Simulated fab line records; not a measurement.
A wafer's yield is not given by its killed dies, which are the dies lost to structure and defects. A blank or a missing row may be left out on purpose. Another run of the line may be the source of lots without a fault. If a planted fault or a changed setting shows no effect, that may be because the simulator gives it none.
fab line records	flow rit_cmos
[record] lots = 7	wafers = 21	last_day = 7
route steps=202 shown ACTIVE@1 FOX1@20 FOX2@23 M1@202
lots with no fault: from the same line, run without faults
start_h: the number of hours between the record's first day and the start of the first shown wafer of the lot	wait_h: hours from the lot's prior step to this one	" same as the row above	L1.1+2: one row covering several wafers at once	- value missing, or start not given	* or withheld: withheld	< > ~ a bound
route shown NAME@n: names a module that has steps shown in the file, with the first one's number in the route	usual: average and standard deviation across the fault-free wafers	same: alike in all rows	chamber/n: place in a boat	sites: readings site by site	_std_site: standard deviation across them	_edge_site: mean of outer sites minus mean of inner sites	radius_mm: for every site, how far away it sits from the centre of the wafer	mask NAME#n: copy n	behind: the most recent tool/chamber to have shaped the wafer	hold: what put the lot on hold/how long, in hours/how the hold closed	device: which transistor (n, p or np) failed to switch	end of line: the same wafers' tests at the end of the route	a step with no rows: only its recipe	killed: dies lost to structure and defects at the first sort, not the wafer's yield	map: a wafer's dies, marking killed ones x, the rest . and places with no die _
set.NAME: the run value of the setting; set.NAME@STEP: its run value at that earlier step	model.NAME: the simulator's own value behind a step, which no gauge read
lots seen at some steps along the route; tables by step, rows by wafer
services: the hour from which a tool's chamber was out of use, counted from the record's first day as start_h (under 0 if before that day), plus the number of hours and why
[[steps]]
[step RIT_ACTIVE_BOW_MEAS_00]
[recipe] mode = bow
[usual] INCOMING_BOW = 1/6.7
lot.wafer	tool	chamber	start_h	wait_h	INCOMING_BOW[um]
L918.2	film_metro-02	-	35.02	-	10
L918.4	"	-	"	"	0
L918.5	"	-	"	"	3
L919.1	film_metro-02	-	40.00	-	5
L919.2	"	-	"	"	0
L919.5	"	-	"	"	-4
L920.1	film_metro-04	-	45.00	-	-3
L920.3	"	-	"	"	3
L920.4	"	-	"	"	0
L929.2	film_metro-02	-	90.02	-	2
L929.4	"	-	"	"	12
L929.5	"	-	"	"	7
L931.2	film_metro-04	-	100.02	-	-2
L931.3	"	-	"	"	-10
L931.5	"	-	"	"	13
L933.3	film_metro-03	-	110.04	-	-9
L933.4	"	-	"	"	-5
L933.6	"	-	"	"	2
L936.2	film_metro-04	-	125.02	-	5
L936.3	"	-	"	"	9
L936.6	"	-	"	"	5
[step RIT_ACTIVE_OXIDATION_01]
[recipe] temp_c = 1000	ambient = O2	target_thk_a = 468	ox_time_s = 3360
[step RIT_ACTIVE_THK_MEAS_02]
[recipe] reads = SiO2_of_ACTIVE_OXIDATION_01
[usual] ACTIVE_OXIDE_THK = 46.8/0.86
lot.wafer	tool	chamber	start_h	wait_h	ACTIVE_OXIDE_THK[nm]
L918.2	film_metro-04	-	38.46	0.0	46.7
L918.4	"	-	"	"	47.7
L918.5	"	-	"	"	47.2
L919.1	film_metro-02	-	42.05	0.0	46.1
L919.2	"	-	"	"	45.6
L919.5	"	-	"	"	44.4
L920.1	film_metro-02	-	47.83	0.0	47.4
L920.3	"	-	"	"	47.3
L920.4	"	-	"	"	46.8
L929.2	film_metro-02	-	92.88	0.0	47.4
L929.4	"	-	"	"	46.2
L929.5	"	-	"	"	46.4
L931.2	film_metro-02	-	102.35	0.0	46.2
L931.3	"	-	"	"	47.4
L931.5	"	-	"	"	47.2
L933.3	film_metro-04	-	112.21	0.0	46.4
L933.4	"	-	"	"	46.1
L933.6	"	-	"	"	46.5
L936.2	film_metro-04	-	127.89	0.0	47.3
L936.3	"	-	"	"	47.8
L936.6	"	-	"	"	47.1
[step RIT_ACTIVE_CVD_03]
[recipe] material = Si3N4	target_thk_nm = 150	temp_c = 810	precursor = SiH2Cl2/NH3	time_s = 1500	pressure_mtorr = 300	sih2cl2_flow_sccm = 60	nh3_flow_sccm = 150
[usual] spike_tc_centre_C = 812.4/1.3	spike_tc_load_C = 833.8/2.3	spike_tc_source_C = 833/3.5
lot.wafer	tool	chamber	start_h	wait_h	spike_tc_centre_C	spike_tc_load_C	spike_tc_source_C	model.Si3N4_of_ACTIVE_CVD_03.thk_nm
L918.2	lpcvd-01	1	38.51	0.0	825.5	843.3	840	185.2
L918.4	"	1	"	"	823.4	844.8	840	184.8
L918.5	"	1	"	"	824.7	846.0	840	183.6
L919.1	lpcvd-01	0	42.11	0.1	825.4	847.5	850	182.9
L919.2	"	0	"	"	825.4	846.8	851	182.6
L919.5	"	0	"	"	824.8	847.5	849	182.6
L920.1	lpcvd-01	1	47.89	0.1	825.7	844.7	842	183.7
L920.3	"	1	"	"	826.3	843.7	842	183.8
L920.4	"	1	"	"	827.4	843.7	842	184
L929.2	lpcvd-02	0	92.93	0.0	809.8	833.9	831	148.4
L929.4	"	0	"	"	811.3	832.5	831	149.2
L929.5	"	0	"	"	811.6	833.7	832	149.5
L931.2	lpcvd-01	1	102.40	0.0	813.5	831.5	829	148.2
L931.3	"	1	"	"	813.1	831.8	828	146.5
L931.5	"	1	"	"	814.3	832.8	828	147.1
L933.3	lpcvd-01	0	112.25	0.0	813.3	836.0	838	150.9
L933.4	"	0	"	"	812.8	835.9	838	151.2
L933.6	"	0	"	"	811.8	833.9	836	151.6
L936.2	lpcvd-02	1	127.94	0.0	810.1	835.1	836	148.1
L936.3	"	1	"	"	812.7	836.9	835	148.5
L936.6	"	1	"	"	809.9	837.4	835	148.5
[step RIT_ACTIVE_THK_MEAS_04]
[recipe] reads = Si3N4_of_ACTIVE_CVD_03
[usual] ACTIVE_NITRIDE_THK = 149.7/1.5
lot.wafer	tool	chamber	start_h	wait_h	ACTIVE_NITRIDE_THK[nm]
L918.2	film_metro-04	-	39.94	0.0	185.1
L918.4	"	-	"	"	184.8
L918.5	"	-	"	"	183.7
L919.1	film_metro-03	-	43.53	0.0	182.7
L919.2	"	-	"	"	182.6
L919.5	"	-	"	"	182.5
L920.1	film_metro-04	-	49.30	0.0	183.6
L920.3	"	-	"	"	183.9
L920.4	"	-	"	"	183.9
L929.2	film_metro-02	-	94.35	0.0	148.6
L929.4	"	-	"	"	149.2
L929.5	"	-	"	"	149.7
L931.2	film_metro-04	-	103.82	0.0	148.2
L931.3	"	-	"	"	146.5
L931.5	"	-	"	"	147.0
L933.3	film_metro-04	-	113.68	0.0	151.0
L933.4	"	-	"	"	151.2
L933.6	"	-	"	"	151.5
L936.2	film_metro-02	-	129.37	0.0	148.0
L936.3	"	-	"	"	148.5
L936.6	"	-	"	"	148.5
[step RIT_ACTIVE_HMDS_05]
[recipe] prime_time_s = 60	prime_temp_c = 140
[step RIT_ACTIVE_COAT_06]
[recipe] resist = NOVOLAK	spin_rpm = 3250	resist_thk_nm = 984.1
[step RIT_ACTIVE_SOFTBAKE_07]
[recipe] resist = NOVOLAK	temp_c = 90	time_s = 60
[step RIT_ACTIVE_EXPOSE_08]
[recipe] mask_id = M1	na = 0.6	source_shape = conventional	sigma_outer = 0.6	target_cd_nm = 1400	dose_mj = 225
[step RIT_ACTIVE_PEB_09]
[recipe] resist = NOVOLAK	temp_c = withheld	time_s = withheld
[step RIT_ACTIVE_DEVELOP_10]
[recipe] resist = NOVOLAK	develop_time_s = 51.79	dev_temp_c = 23
[step RIT_ACTIVE_CD_MEAS_11]
[recipe] target_cd_nm = 1400
[usual] cd_nm = 1400.6/2.1
lot.wafer	tool	chamber	start_h	wait_h	cd_nm
L918.2	cd_sem-01	-	40.93	-	1400.5
L918.4	"	-	"	"	1402.8
L918.5	"	-	"	"	1403.5
L919.1	cd_sem-02	-	44.66	-	1399.0
L919.2	"	-	"	"	1399.9
L919.5	"	-	"	"	1399.2
L920.1	cd_sem-02	-	50.34	-	1401.2
L920.3	"	-	"	"	1400.4
L920.4	"	-	"	"	1404.0
L929.2	cd_sem-02	-	95.35	-	1400.9
L929.4	"	-	"	"	1401.2
L929.5	"	-	"	"	1399.9
L931.2	cd_sem-01	-	104.87	-	1397.9
L931.3	"	-	"	"	1396.9
L931.5	"	-	"	"	1398.7
L933.3	cd_sem-01	-	114.74	-	1402.8
L933.4	"	-	"	"	1406.0
L933.6	"	-	"	"	1404.0
L936.2	cd_sem-02	-	130.29	-	1401.5
L936.3	"	-	"	"	1399.1
L936.6	"	-	"	"	1400.7
[step RIT_ACTIVE_HARDBAKE_12]
[recipe] resist = NOVOLAK	temp_c = 140	time_s = 60
[step RIT_ACTIVE_ETCH_13]
[recipe] stop_on = SiO2	chemistry = SF6	target = Si3N4	time_s = 210	over_etch_frac = 0.4	SF6_flow_sccm = 200	pressure_mtorr = 260	rf_w = 125	target_depth_a = 2100
[usual] drypump_motor_current_A = 5.9/0.34	oes_product_au = 0.818/0.012	throttle_valve_pct = 7.46/0.094
lot.wafer	tool	chamber	start_h	wait_h	drypump_motor_current_A	oes_product_au	rf_hours_counter_h	throttle_valve_pct	model.etch.depth_nm	model.ACTIVE.feature_depth_nm
L918.2	rie_diel-04	2	41.18	0.1	5.5	0.934	4	7.46	185.2	186.9
L918.4	"	2	"	"	5.5	0.927	-	7.48	184.8	186.5
L918.5	"	3	"	"	6.0	0.924	-	7.47	183.6	183.6
L919.1	rie_diel-04	0	44.93	0.1	6.3	0.895	89	7.66	182.9	184
L919.2	"	2	"	"	5.5	0.909	4	7.49	182.6	184.3
L919.5	"	2	"	"	5.5	0.919	-	7.47	182.6	184.3
L920.1	rie_diel-01	1	50.84	0.1	5.3	0.915	144	7.60	183.7	184.1
L920.3	"	3	"	"	5.8	0.914	37	7.37	183.8	184
L920.4	"	2	"	"	5.7	0.929	53	7.44	184	184
L929.2	rie_diel-01	0	95.60	0.1	6.3	0.826	89	7.35	148.4	149.9
L929.4	"	0	"	"	6.4	0.832	-	7.34	149.2	150.6
L929.5	"	3	"	"	5.8	0.810	-	7.36	149.5	149.7
L931.2	rie_diel-02	2	105.12	0.1	5.4	0.825	73	7.31	148.2	148.2
L931.3	"	1	"	"	6.4	0.811	60	7.41	146.5	146.5
L931.5	"	1	"	"	6.4	0.816	-	7.41	147.1	147.1
L933.3	rie_diel-01	1	114.97	0.1	5.4	0.817	145	7.60	150.9	151.3
L933.4	"	2	"	"	5.7	0.833	54	7.45	151.2	151.2
L933.6	"	2	"	"	5.7	0.834	-	7.46	151.6	151.6
L936.2	rie_diel-02	0	130.69	0.1	5.9	0.822	1	7.38	148.1	149.1
L936.3	"	3	"	"	6.3	0.791	8	7.40	148.5	148.5
L936.6	"	3	"	"	6.3	0.799	-	7.41	148.5	148.5
[step RIT_ACTIVE_STRIP_14]
[recipe] chemistry = O2	time_s = 180	resist = NOVOLAK	platen_temp_c = withheld	power_w = 500	pressure_mtorr = 4000	o2_flow_sccm = 4000
[usual] drypump_motor_current_A = 5.6/0.6
lot.wafer	tool	chamber	start_h	wait_h	drypump_motor_current_A	rf_hours_counter_h
L918.2	plasma_asher-04	1	41.31	0.1	6.9	40
L918.4	"	1	"	"	6.9	-
L918.5	"	0	"	"	5.8	-
L919.1	plasma_asher-04	0	45.06	0.1	5.8	41
L919.2	"	1	"	"	6.9	41
L919.5	"	0	"	"	5.8	-
L920.1	plasma_asher-02	1	50.98	0.1	5.4	40
L920.3	"	0	"	"	5.6	-
L920.4	"	1	"	"	5.4	-
L929.2	plasma_asher-03	0	95.74	0.1	5.1	46
L929.4	"	1	"	"	5.1	-
L929.5	"	0	"	"	5.1	-
L931.2	plasma_asher-04	1	105.25	0.1	6.9	48
L931.3	"	1	"	"	6.9	-
L931.5	"	1	"	"	6.8	-
L933.3	plasma_asher-02	1	115.16	0.1	5.4	-
L933.4	"	0	"	"	5.6	-
L933.6	"	0	"	"	5.6	-
L936.2	plasma_asher-03	1	130.83	0.1	5.1	1
L936.3	"	0	"	"	5.1	-
L936.6	"	0	"	"	5.1	-
[step RIT_ACTIVE_CD_MEAS_90]
[recipe] target_cd_nm = 1400
[usual] cd_nm = 1400.5/2.1
lot.wafer	tool	chamber	start_h	wait_h	cd_nm
L918.2	cd_sem-01	-	41.51	0.1	1400.4
L918.4	"	-	"	"	1402.6
L918.5	"	-	"	"	1403.5
L919.1	cd_sem-02	-	45.23	0.1	1398.9
L919.2	"	-	"	"	1400.2
L919.5	"	-	"	"	1398.6
L920.1	cd_sem-01	-	51.15	0.1	1401.2
L920.3	"	-	"	"	1400.1
L920.4	"	-	"	"	1403.9
L929.2	cd_sem-02	-	95.93	0.1	1400.2
L929.4	"	-	"	"	1401.1
L929.5	"	-	"	"	1399.4
L931.2	cd_sem-01	-	105.45	0.1	1397.6
L931.3	"	-	"	"	1397.0
L931.5	"	-	"	"	1398.6
L933.3	cd_sem-01	-	115.32	0.1	1402.8
L933.4	"	-	"	"	1405.7
L933.6	"	-	"	"	1404.3
L936.2	cd_sem-02	-	131.02	0.1	1402.1
L936.3	"	-	"	"	1399.4
L936.6	"	-	"	"	1400.1
[step RIT_ACTIVE_CLEAN_15]
[recipe] chemistry = SC1	mix = 3:3:50	time_s = 600	temp_c = 75
[step RIT_ACTIVE_CLEAN_16]
[recipe] chemistry = dHF	dilution = 50:1	time_s = 30
[step RIT_ACTIVE_CLEAN_17]
[recipe] chemistry = SC2	mix = 3:3:50	time_s = 600	temp_c = 75	dry = n2_spin
[step RIT_FOX1_OXIDATION_00]
[recipe] temp_c = 1100	ambient = H2O	target_thk_a = 3507	p_h2o_torr = 720	ox_time_s = 1130
[step RIT_FOX1_THK_MEAS_01]
[recipe] reads = SiO2_of_FOX1_OXIDATION_00
[usual] FOX1_OXIDE_THK = 349/4.8
lot.wafer	tool	chamber	start_h	wait_h	FOX1_OXIDE_THK[nm]
L918.2	film_metro-02	-	43.35	0.0	349
L918.4	"	-	"	"	354
L918.5	"	-	"	"	345
L919.1	film_metro-01	-	47.86	0.0	354
L919.2	"	-	"	"	351
L919.5	"	-	"	"	352
L920.1	film_metro-01	-	53.02	0.0	354
L920.3	"	-	"	"	358
L920.4	"	-	"	"	355
L929.2	film_metro-01	-	98.20	0.0	345
L929.4	"	-	"	"	351
L929.5	"	-	"	"	352
L931.2	film_metro-01	-	108.77	0.0	344
L931.3	"	-	"	"	345
L931.5	"	-	"	"	345
L933.3	film_metro-01	-	117.11	0.0	354
L933.4	"	-	"	"	354
L933.6	"	-	"	"	352
L936.2	film_metro-02	-	132.84	0.0	350
L936.3	"	-	"	"	350
L936.6	"	-	"	"	354
[step RIT_FOX1_WET_ETCH_02]
[recipe] chemistry = BOE	target_depth_nm = 350	time_s = 390	temp_c = 21.5	dry = n2_spin	dilution = 10:1	target = SiO2
[step RIT_FOX2_OXIDATION_00]
[recipe] temp_c = 1100	ambient = H2O	target_thk_a = 3507	p_h2o_torr = 720	ox_time_s = 1130
[step RIT_FOX2_THK_MEAS_01]
[recipe] reads = SiO2_of_FOX2_OXIDATION_00
[usual] FOX2_OXIDE_THK = 352/5.2
lot.wafer	tool	chamber	start_h	wait_h	FOX2_OXIDE_THK[nm]
L918.2	film_metro-04	-	44.84	0.0	354
L918.4	"	-	"	"	351
L918.5	"	-	"	"	346
L919.1	film_metro-01	-	49.42	0.0	357
L919.2	"	-	"	"	356
L919.5	"	-	"	"	356
L920.1	film_metro-03	-	54.62	0.0	346
L920.3	"	-	"	"	344
L920.4	"	-	"	"	354
L929.2	film_metro-01	-	100.43	0.0	347
L929.4	"	-	"	"	341
L929.5	"	-	"	"	347
L931.2	film_metro-03	-	110.26	0.0	351
L931.3	"	-	"	"	349
L931.5	"	-	"	"	353
L933.3	film_metro-03	-	118.61	0.0	347
L933.4	"	-	"	"	346
L933.6	"	-	"	"	353
L936.2	film_metro-01	-	135.23	0.0	355
L936.3	"	-	"	"	355
L936.6	"	-	"	"	355
[step RIT_FOX2_CLEAN_02]
[recipe] chemistry = dHF	dilution = 50:1	time_s = 180
lot.wafer	tool	chamber	start_h	wait_h	model.Si3N4_of_ACTIVE_CVD_03.thk_nm
L918.2	wet_bench-02	3	44.89	0.0	165.9
L918.4	"	3	"	"	165.6
L918.5	"	3	"	"	164.4
L919.1	wet_bench-02	1	49.48	0.1	163.7
L919.2+5	"	1	"	"	163.4
L920.1	wet_bench-02	2	54.68	0.1	164.5
L920.3	"	2	"	"	164.6
L920.4	"	2	"	"	164.7
L929.2	wet_bench-04	0	100.48	0.0	129.2
L929.4	"	0	"	"	130
L929.5	"	0	"	"	130.3
L931.2	wet_bench-02	2	110.31	0.0	129
L931.3	"	2	"	"	127.3
L931.5	"	2	"	"	127.9
L933.3	wet_bench-04	2	118.65	0.0	131.7
L933.4	"	2	"	"	132
L933.6	"	2	"	"	132.4
L936.2	wet_bench-04	3	135.28	0.0	128.8
L936.3+6	"	3	"	"	129.2
[step RIT_FOX2_WET_ETCH_03]
[recipe] chemistry = H3PO4	target = Si3N4	target_depth_nm = 195	temp_c = 165	time_s = 2700
[step RIT_M1_PROBE_99]
[usual] killed_at_M0_to_M3 = 0.0/0.12	killed_at_contacts = 0.0/0.16	killed_at_front_end = 7.1/2.7	killed_dies = 7.2/2.7	killed_open = 3.5/1.9	killed_short = 3.6/1.9
[same] gross_dies = 264	killed_at_M4_up = 0	killed_at_back_side = 0	killed_at_other = 0
lot.wafer	tool	chamber	start_h	wait_h	killed_at_M0_to_M3	killed_at_contacts	killed_at_front_end	killed_dies	killed_open	killed_short	model.etest.pldd.width_nm	model.etest.nldd.width_nm	model.etest.nplus_sal.width_nm	model.etest.pplus_sal.width_nm
L918.2	prober-01	-	88.26	0.1	0	0	6	6	5	1	3222	3220	3488	3491
L918.4	prober-01	-	88.36	0.2	0	0	6	6	4	2	3196	3204	3474	3463
L918.5	prober-01	-	88.41	0.2	0	0	8	8	2	6	3225	3224	3484	3483
L919.1	prober-02	-	91.79	0.1	0	1	6	7	3	4	3212	3211	3491	3489
L919.2	prober-02	-	91.84	0.1	1	0	8	9	3	5	3223	3218	3472	3483
L919.5	prober-02	-	91.99	0.2	0	0	9	9	7	2	3231	3231	3460	3480
L920.1	prober-01	-	96.97	0.1	0	0	10	10	3	6	3217	3199	3477	3466
L920.3	prober-01	-	97.07	0.2	0	0	5	5	3	1	3205	3212	3463	3484
L920.4	prober-01	-	97.12	0.2	0	0	4	4	1	2	3210	3214	3493	3497
L929.2	prober-02	-	138.87	0.1	0	0	7	7	2	5	3178	3182	3458	3457
L929.4	prober-02	-	138.97	0.2	0	0	10	10	4	6	3192	3202	3481	3464
L929.5	prober-02	-	139.02	0.2	0	1	9	10	5	5	3180	3177	3439	3445
L931.2	prober-02	-	151.62	0.1	0	0	16	16	6	9	3198	3190	3447	3466
L931.3	prober-02	-	151.67	0.2	0	0	4	4	3	1	3158	3170	3418	3434
L931.5	prober-02	-	151.77	0.2	0	0	7	7	5	2	3163	3161	3469	3466
L933.3	prober-02	-	158.65	0.2	0	0	7	7	2	5	3186	3187	3455	3444
L933.4	prober-02	-	158.70	0.2	0	0	6	6	3	2	3203	3188	3459	3448
L933.6	prober-02	-	158.80	0.2	0	0	3	3	0	3	3192	3186	3459	3480
L936.2	prober-01	-	173.37	0.1	0	0	11	11	4	7	3173	3148	3417	3409
L936.3	prober-01	-	173.42	0.2	0	0	9	9	4	5	3157	3165	3446	3431
L936.6	prober-01	-	173.57	0.2	0	0	8	8	5	3	3150	3173	3413	3441
// killed by level:class
L918.2 GATE:geometric_particle:open=3 SPACER:geometric_particle:open=2 REOX:geometric_particle:short=1
L918.4 REOX:geometric_particle:open=2 GATE:geometric_particle:short=1 GATE:geometric_particle:open=1 REOX:geometric_particle:short=1 SILICIDE:geometric_particle:open=1
L918.5 GATE:geometric_particle:short=2 REOX:geometric_particle:short=2 REOX:geometric_particle:open=2 SPACER:geometric_particle:short=1 SILICIDE:geometric_particle:short=1
L919.1 GATE:geometric_particle:short=2 REOX:geometric_particle:short=2 FOX1:geometric_particle:open=1 REOX:geometric_particle:open=1 CONTACT:geometric_particle:open=1
L919.2 REOX:geometric_particle:short=2 SILICIDE:geometric_particle:open=2 SILICIDE:geometric_particle:short=2 FOX1:geometric_particle:short=1 REOX:geometric_particle:open=1 M1:coat_microbubble_printed=1
L919.5 FOX1:geometric_particle:open=2 GATE:geometric_particle:short=2 SILICIDE:geometric_particle:open=2 GATE:geometric_particle:open=1 REOX:geometric_particle:open=1 SPACER:geometric_particle:open=1
L920.1 SPACER:geometric_particle:short=2 SILICIDE:geometric_particle:open=2 FOX1:geometric_particle:short=1 FOX2:geometric_particle:short=1 GATE:geometric_particle:open=1 GATE:geometric_particle:short=1 SILICIDE:geometric_particle:short=1 NRETRO:coat_microbubble_printed=1
L920.3 SILICIDE:geometric_particle:open=3 GATE:geometric_particle:short=1 NRETRO:coat_microbubble_printed=1
L920.4 GATE:geometric_particle:short=2 GATE:geometric_particle:open=1 NRETRO:coat_microbubble_printed=1
L929.2 REOX:geometric_particle:short=2 FOX1:geometric_particle:short=1 FOX2:geometric_particle:short=1 GATE:geometric_particle:short=1 REOX:geometric_particle:open=1 SILICIDE:geometric_particle:open=1
L929.4 GATE:geometric_particle:short=4 GATE:geometric_particle:open=3 SPACER:geometric_particle:short=1 SILICIDE:geometric_particle:short=1 SILICIDE:geometric_particle:open=1
L929.5 GATE:geometric_particle:short=2 REOX:geometric_particle:open=2 FOX1:geometric_particle:open=1 FOX1:geometric_particle:short=1 FOX2:geometric_particle:short=1 SILICIDE:geometric_particle:open=1 SILICIDE:geometric_particle:short=1 CONTACT:geometric_particle:open=1
L931.2 GATE:geometric_particle:short=5 GATE:geometric_particle:open=4 REOX:geometric_particle:short=3 SPACER:geometric_particle:open=2 FOX2:geometric_particle:short=1 NSD:coat_microbubble_printed=1
L931.3 FOX1:geometric_particle:open=1 GATE:geometric_particle:short=1 GATE:geometric_particle:open=1 SPACER:geometric_particle:open=1
L931.5 GATE:geometric_particle:open=3 FOX2:geometric_particle:open=1 FOX2:geometric_particle:short=1 GATE:geometric_particle:short=1 SPACER:geometric_particle:open=1
L933.3 GATE:geometric_particle:open=2 GATE:geometric_particle:short=2 REOX:geometric_particle:short=2 SPACER:geometric_particle:short=1
L933.4 REOX:geometric_particle:open=2 GATE:geometric_particle:short=1 GATE:geometric_particle:open=1 SILICIDE:geometric_particle:short=1 GATE:coat_microbubble_printed=1
L933.6 FOX2:geometric_particle:short=1 GATE:geometric_particle:short=1 REOX:geometric_particle:short=1
L936.2 GATE:geometric_particle:short=4 SPACER:geometric_particle:short=2 SPACER:geometric_particle:open=2 SILICIDE:geometric_particle:open=2 FOX1:geometric_particle:short=1
L936.3 REOX:geometric_particle:short=4 REOX:geometric_particle:open=3 FOX1:geometric_particle:open=1 SILICIDE:geometric_particle:short=1
L936.6 GATE:geometric_particle:short=2 GATE:geometric_particle:open=2 REOX:geometric_particle:open=2 SILICIDE:geometric_particle:open=1 SILICIDE:geometric_particle:short=1
[[services]]
tool	chamber	start_h	hours	kind
rie_diel-04	1	39.31	4.1	repair
plasma_asher-02	-	41.58	7.8	repair
lpcvd-01	-	71.93	17.2	pm
rie_diel-02	0	76.36	-	clean
rie_diel-02	0	76.36	14.8	scheduled_down
rie_diel-02	0	76.36	14.8	vent_cycle
rie_diel-02	3	87.02	10.5	repair
rie_diel-01	1	95.27	5.7	repair
plasma_asher-03	-	108.75	9.0	pm
plasma_asher-03	0	108.75	9.0	vent_cycle
plasma_asher-03	1	108.75	9.0	vent_cycle
plasma_asher-02	-	109.58	2.8	pm
rie_diel-02	-	115.48	14.6	pm
plasma_asher-03	0	117.75	-	clean
plasma_asher-03	1	117.75	-	clean
rie_diel-04	1	119.63	19.8	repair
lpcvd-02	-	121.59	6.0	pm
[[key]]
[first_sign] step = RIT_ACTIVE_CVD_03	reading = spike_tc_centre_C	direction = up	sigmas = 10	usual = 812.4	struck = 825.4
[effect] step = RIT_ACTIVE_CVD_03	reading = spike_tc_load_C	direction = up	sigmas = 5	usual = 833.8	struck = 845.3
[effect] step = RIT_ACTIVE_THK_MEAS_04	reading = ACTIVE_NITRIDE_THK	direction = up	sigmas = 22	usual = 149.7	struck = 183.6
[effect] step = RIT_ACTIVE_ETCH_13	reading = oes_product_au	direction = up	sigmas = 8.5	usual = 0.818	struck = 0.918
[model_effect] step = RIT_ACTIVE_CVD_03	value = Si3N4_of_ACTIVE_CVD_03.thk_nm	without = 148.4	struck = 183.7
[model_effect] step = RIT_ACTIVE_ETCH_13	value = etch.depth_nm	without = 148.4	struck = 183.7
[model_effect] step = RIT_FOX2_CLEAN_02	value = Si3N4_of_ACTIVE_CVD_03.thk_nm	without = 129.2	struck = 164.5
[model_effect] step = RIT_M1_PROBE_99	value = etest.pldd.width_nm	without = 3180	struck = 3216
met_at RIT_ACTIVE_CVD_03
struck_wafers L918.2,L918.4,L918.5,L919.1,L919.2,L919.5,L920.1,L920.3,L920.4
tester_left_out L918,L919,L920
[fault] kind = process_parameter_drift	tool = lpcvd-01	chamber = -	onset_h = 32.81	steps = RIT_ACTIVE_CVD_03	channel = temp_c	offset = *	shape = step	end_h = 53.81	acts_in = *	stated = *
// tester_left_out: of these lots the tester's yield and bins aren't shown, on N5 and GAA mostly nor the transistor test; their killed dies are dies lost to structure and defects alone, not to doping, threshold or leakage, so they don't give the yield
